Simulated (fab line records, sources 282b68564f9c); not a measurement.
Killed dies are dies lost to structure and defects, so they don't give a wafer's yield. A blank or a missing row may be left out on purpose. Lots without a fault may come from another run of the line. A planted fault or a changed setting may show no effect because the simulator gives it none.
Which tool did it? | flow rit_cmos | 14 lots, 42 wafers sampled, at 2 steps of a route of 202

WHAT THE GAUGES READ, wafer by wafer
RIT_REOX_THK_MEAS_04.
lot  | measured    | on            | REOX_OXIDE_THK (nm)
L821 | day 2 17:14 | film_metro-02 | 24.9 25.3 25.0
L822 | day 2 23:50 | film_metro-02 | 25.6 25.7 25.6
L823 | day 3 03:11 | film_metro-02 | 25.1 25.1 24.9
L824 | day 3 07:22 | film_metro-02 | 24.9 24.8 24.8
L825 | day 3 12:42 | film_metro-02 | 24.7 25.1 25.0
L829 | day 4 09:50 | film_metro-02 | 25.9 26.0 25.8
L830 | day 4 14:07 | film_metro-01 | 25.5 25.8 25.6
L833 | day 5 04:38 | film_metro-02 | 30.4 30.8 31.1
L834 | day 5 10:02 | film_metro-01 | 31.7 31.9 31.3
L838 | day 6 05:55 | film_metro-01 | 25.3 24.8 25.2
L839 | day 6 16:32 | film_metro-01 | 25.8 25.7 25.6
L841 | day 7 00:42 | film_metro-02 | 25.3 24.7 25.1
L842 | day 7 04:31 | film_metro-04 | 25.5 25.5 25.5
L844 | day 7 12:17 | film_metro-01 | 25.3 25.0 25.2

WHICH TOOL RAN EACH LOT (tool, then ch and the chambers of the sampled wafers, then the start)
lot  | RIT_REOX_OXIDATION_03
L821 | furnace-04 ch 0, day 2 14:39
L822 | furnace-02 ch 0, day 2 21:16
L823 | furnace-03 ch 0, day 3 00:38
L824 | furnace-03 ch 0, day 3 04:49
L825 | furnace-02 ch 0, day 3 10:08
L829 | furnace-02 ch 0, day 4 07:17
L830 | furnace-04 ch 0, day 4 11:33
L833 | furnace-02 ch 0, day 5 02:04
L834 | furnace-02 ch 0, day 5 07:29
L838 | furnace-04 ch 0, day 6 03:22
L839 | furnace-03 ch 0, day 6 13:58
L841 | furnace-03 ch 0, day 6 22:08
L842 | furnace-04 ch 0, day 7 01:58
L844 | furnace-04 ch 0, day 7 09:43
- RIT_REOX_OXIDATION_03: target thk 25.2 nm, ox time 5580 s.

WHAT THE TOOLS THEMSELVES READ (means of the sampled wafers that have a number; where no wafer has one, the mark that the record gives instead)
RIT_REOX_OXIDATION_03.
lot  | tool       | spike_tc_centre_C (C) | spike_tc_load_C (C) | spike_tc_source_C (C) | tube_center_temp_C (C) | tube_center_temp_C_max
L821 | furnace-04 | 903.3                 | 921.8               | 926.8                 | 900.00                 | 902.4
L822 | furnace-02 | 901.7                 | 928.4               | 925.2                 | 900.04                 | 902.1
L823 | furnace-03 | 904.6                 | 924.2               | 925.5                 | 900.01                 | 902.2
L824 | furnace-03 | 905.4                 | 923.3               | 924.8                 | 900.06                 | 902.1
L825 | furnace-02 | 902.8                 | 928.5               | 924.6                 | 900.02                 | 902.0
L829 | furnace-02 | 902.4                 | 927.1               | 924.6                 | 900.04                 | 902.2
L830 | furnace-04 | 904.2                 | 922.2               | 925.3                 | 900.02                 | 902.7
L833 | furnace-02 | 922.8                 | 948.5               | 944.9                 | 920.02                 | 922.7
L834 | furnace-02 | 922.2                 | 947.5               | 946.4                 | 919.94                 | 922.2
L838 | furnace-04 | 905.4                 | 922.3               | 926.3                 | 899.93                 | 901.8
L839 | furnace-03 | 905.0                 | 923.5               | 924.4                 | 900.00                 | 902.9
L841 | furnace-03 | 906.0                 | 923.6               | 924.5                 | 900.07                 | 902.7
L842 | furnace-04 | 904.0                 | 922.2               | 925.6                 | 900.00                 | 902.3
L844 | furnace-04 | 903.4                 | 922.8               | 925.5                 | 900.03                 | 902.4

THE ANSWER, worked out from the rows above alone
Rule: what is usual is taken from the lots themselves. Put in order of their means at a reading, lots are off if they are a third of the lots or fewer, leave a main group of 4 or more, and stand apart from it by a gap of 3 or more times the standard deviation of the main group's means; of several such gaps the widest counts. A main group whose means are all the same, to the digits that the tables above print for the reading, isn't used. A lot without any number at a reading at which 4 lots or more have one is off too. The other lots that the step has rows for count as sound. The gauges are gone through in route order, then the tools' own readings, and for those a lot's mean is taken as printed above. The first step at which some lot is off is used, and at that step the reading that is off furthest; a lot without a number counts as furthest.
Off: L833, L834, at RIT_REOX_THK_MEAS_04 (REOX_OXIDE_THK). The main group: mean 25.3 nm, standard deviation 0.34.
A tool fits if, at a process step before that reading, it ran every lot that is off, and no sound lot after the first of them. The gauges at RIT_REOX_THK_MEAS_04 aren't tried: what is off there is off at RIT_REOX_OXIDATION_03 too, on other tools, and a gauge's error can't cause that. One fits: furnace-02 at RIT_REOX_OXIDATION_03. Its last sound lot is L829 (day 4 07:17), its first lot that is off L833 (day 5 02:04): a fault that began between those two fits.
The tool's own readings at RIT_REOX_OXIDATION_03 bear it out: on the lots that are off they differ by more than 5 times the standard deviation of the sound lots' means. spike_tc_centre_C reads 922.5 C there against 904.0 C on the sound lots; spike_tc_load_C reads 948.0 C there against 924.2 C on the sound lots; spike_tc_source_C reads 945.6 C there against 925.3 C on the sound lots; tube_center_temp_C reads 919.98 C there against 900.02 C on the sound lots; tube_center_temp_C_max reads 922.5 there against 902.3 on the sound lots.

WHAT THE SIMULATOR HAD PUT IN
Process parameter drift: furnace-02, from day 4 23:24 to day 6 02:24, at RIT_REOX_OXIDATION_03. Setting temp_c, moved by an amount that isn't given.
Lots struck among those shown: L833, L834. The rule above found the same.
